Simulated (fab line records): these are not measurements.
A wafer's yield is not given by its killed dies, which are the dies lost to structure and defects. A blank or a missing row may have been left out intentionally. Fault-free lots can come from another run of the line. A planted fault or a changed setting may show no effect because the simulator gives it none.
The tool behind it: which one? -- flow berkeley cmos170 -- Sampling: 13 lots, 39 wafers, 5 of 331 route steps

WHAT THE GAUGES SHOWED, per wafer
UCB170_START_BOW_MEAS_00.
lot,measured,on,INCOMING_BOW (um)
L561,day 1 15:04,film metro-01,0 3 -2
L562,day 1 20:00,film metro-02,-6 0 3
L564,day 2 06:01,film metro-01,2 5 10
L565,day 2 11:01,film metro-02,-9 -12 9
L566,day 2 16:00,film metro-02,0 3 -3
L567,day 2 21:01,film metro-04,-3 -2 4
L569,day 3 07:01,film metro-01,-12 -5 -2
L571,day 3 17:00,film metro-04,-4 -7 -9
L578,day 5 04:00,film metro-02,6 3 -1
L579,day 5 09:04,film metro-02,10 0 5
L580,day 5 14:01,film metro-02,1 -2 3
L582,day 6 00:00,film metro-02,-2 -8 1
L583,day 6 05:01,film metro-02,11 -7 -2

UCB170_START_THK_MEAS_03.
lot,measured,on,START_OXIDE_THK (nm)
L561,day 1 19:32,film metro-01,20.2 20.0 20.0
L562,day 2 02:35,film metro-01,19.8 19.4 19.4
L564,day 2 11:32,film metro-01,20.0 20.4 20.5
L565,day 2 15:05,film metro-04,20.5 20.5 20.5
L566,day 2 19:14,film metro-01,19.8 20.2 19.7
L567,day 3 01:10,film metro-02,19.1 19.2 19.6
L569,day 3 10:35,film metro-04,20.5 20.1 20.4
L571,day 3 20:17,film metro-01,19.8 19.9 20.3
L578,day 5 10:16,film metro-01,20.3 20.2 20.0
L579,day 5 13:02,film metro-02,20.3 20.2 20.5
L580,day 5 18:52,film metro-02,20.7 20.3 20.8
L582,day 6 03:13,film metro-01,20.2 19.9 19.9
L583,day 6 10:08,film metro-01,20.4 20.2 20.6

UCB170_SILICIDE_RS_MEAS_02: measures by four-point-probe.
lot,measured,on,SILICIDE_TI_RS (ohm/sq)
L561,day 7 04:40,film metro-04,25.7 25.5 25.9
L562,day 7 12:22,film metro-03,25.7 26.0 25.9
L564,day 7 12:56,film metro-03,26.2 26.2 26.3
L565,day 7 12:34,film metro-03,26.9 26.1 26.1
L566,day 8 00:55,film metro-02,26.1 26.4 26.3
L567,day 8 13:58,film metro-04,26.2 25.9 26.0
L569,day 8 21:04,film metro-04,26.2 26.5 26.4
L571,day 8 21:03,film metro-03,25.7 25.6 25.4
L578,day 10 12:31,film metro-02,26.3 26.0 26.1
L579,day 10 12:35,film metro-03,25.1 25.1 25.4
L580,day 11 05:36,film metro-03,26.5 26.1 26.1
L582,day 11 10:37,film metro-04,27.0 26.6 27.3
L583,day 11 10:49,film metro-04,25.7 25.9 25.7

UCB170_CONTACT_CD_MEAS_90: the cd target is 700 nm.
lot,measured,on,cd nm (nm)
L561,day 7 10:31,cd sem-01,702.4 701.4 700.7
L562,day 7 18:29,cd sem-01,701.8 702.2 701.5
L564,day 7 18:49,cd sem-01,700.6 700.0 701.2
L565,day 7 18:45,cd sem-02,697.9 698.0 698.0
L566,day 8 05:21,cd sem-01,700.2 701.0 700.9
L567,day 8 19:07,cd sem-02,700.8 699.6 699.9
L569,day 9 02:14,cd sem-01,699.1 701.2 698.8
L571,day 9 02:47,cd sem-02,698.8 699.0 700.4
L578,day 10 17:09,cd sem-01,696.9 698.5 696.3
L579,day 10 16:56,cd sem-02,695.1 696.1 696.8
L580,day 11 10:12,cd sem-01,697.7 698.6 697.9
L582,day 11 15:04,cd sem-01,701.0 701.8 700.9
L583,day 11 17:02,cd sem-01,698.0 700.0 700.3

WHAT TOOL EACH LOT RAN ON (gives the tool, then ch and the chambers of the sampled wafers, and finally the start)
lot,UCB170_SILICIDE_SPUTTER_01
L561,"pvd sputter-02, day 7 04:35"
L562,"pvd sputter-03, day 7 12:20"
L564,"pvd sputter-02, day 7 12:53"
L565,"pvd sputter-04, day 7 12:26"
L566,"pvd sputter-03, day 8 00:52"
L567,"pvd sputter-02, day 8 13:55"
L569,"pvd sputter-04, day 8 21:01"
L571,"pvd sputter-02, day 8 21:01"
L578,"pvd sputter-04, day 10 12:29"
L579,"pvd sputter-02, day 10 12:29"
L580,"pvd sputter-03, day 11 05:33"
L582,"pvd sputter-04, day 11 10:12"
L583,"pvd sputter-03, day 11 10:41"
- UCB170_SILICIDE_SPUTTER_01: material Ti, target thk 30 nm, time 25 s.

AS READ BY THE TOOLS THEMSELVES (means over the sampled wafers that have a number; for cases with no such wafer, the mark the record gives instead)
UCB170_SILICIDE_SPUTTER_01.
lot,tool,chamber pressure pa (Pa),throttle valve pct (%)
L561,pvd sputter-02,0.4993,29.6
L562,pvd sputter-03,0.4995,30.2
L564,pvd sputter-02,0.5006,29.8
L565,pvd sputter-04,0.5006,30.2
L566,pvd sputter-03,0.5009,29.3
L567,pvd sputter-02,0.4991,30.0
L569,pvd sputter-04,0.4989,30.2
L571,pvd sputter-02,0.4997,30.0
L578,pvd sputter-04,0.5006,30.5
L579,pvd sputter-02,0.5001,28.5
L580,pvd sputter-03,0.4997,29.8
L582,pvd sputter-04,0.4998,30.6
L583,pvd sputter-03,0.5000,30.0

THE ANSWER, worked out from the rows above alone
Rule: usual is defined by the lots themselves. The widest of any qualifying gaps counts: lots, ordered by their means at a reading, are off when they make up no more than a third of the lots, leave a main group of 4 or more, and stand apart from it by 3 or more times the standard deviation of that group's means. A main group whose means are all the same, to the digits that the tables above print for the reading, isn't used. A lot without any number at a reading at which 4 lots or more have one is off too. The other lots that the step has rows for count as sound. First the gauges in route order, then the tools' own readings, where a lot's mean is used as printed above. The first step at which some lot is off is used, and at that step the reading that is off furthest; a lot without a number counts as furthest.
None of the lots is off at any reading shown; this tells nothing.

WHAT THE SIMULATOR HAD INSERTED
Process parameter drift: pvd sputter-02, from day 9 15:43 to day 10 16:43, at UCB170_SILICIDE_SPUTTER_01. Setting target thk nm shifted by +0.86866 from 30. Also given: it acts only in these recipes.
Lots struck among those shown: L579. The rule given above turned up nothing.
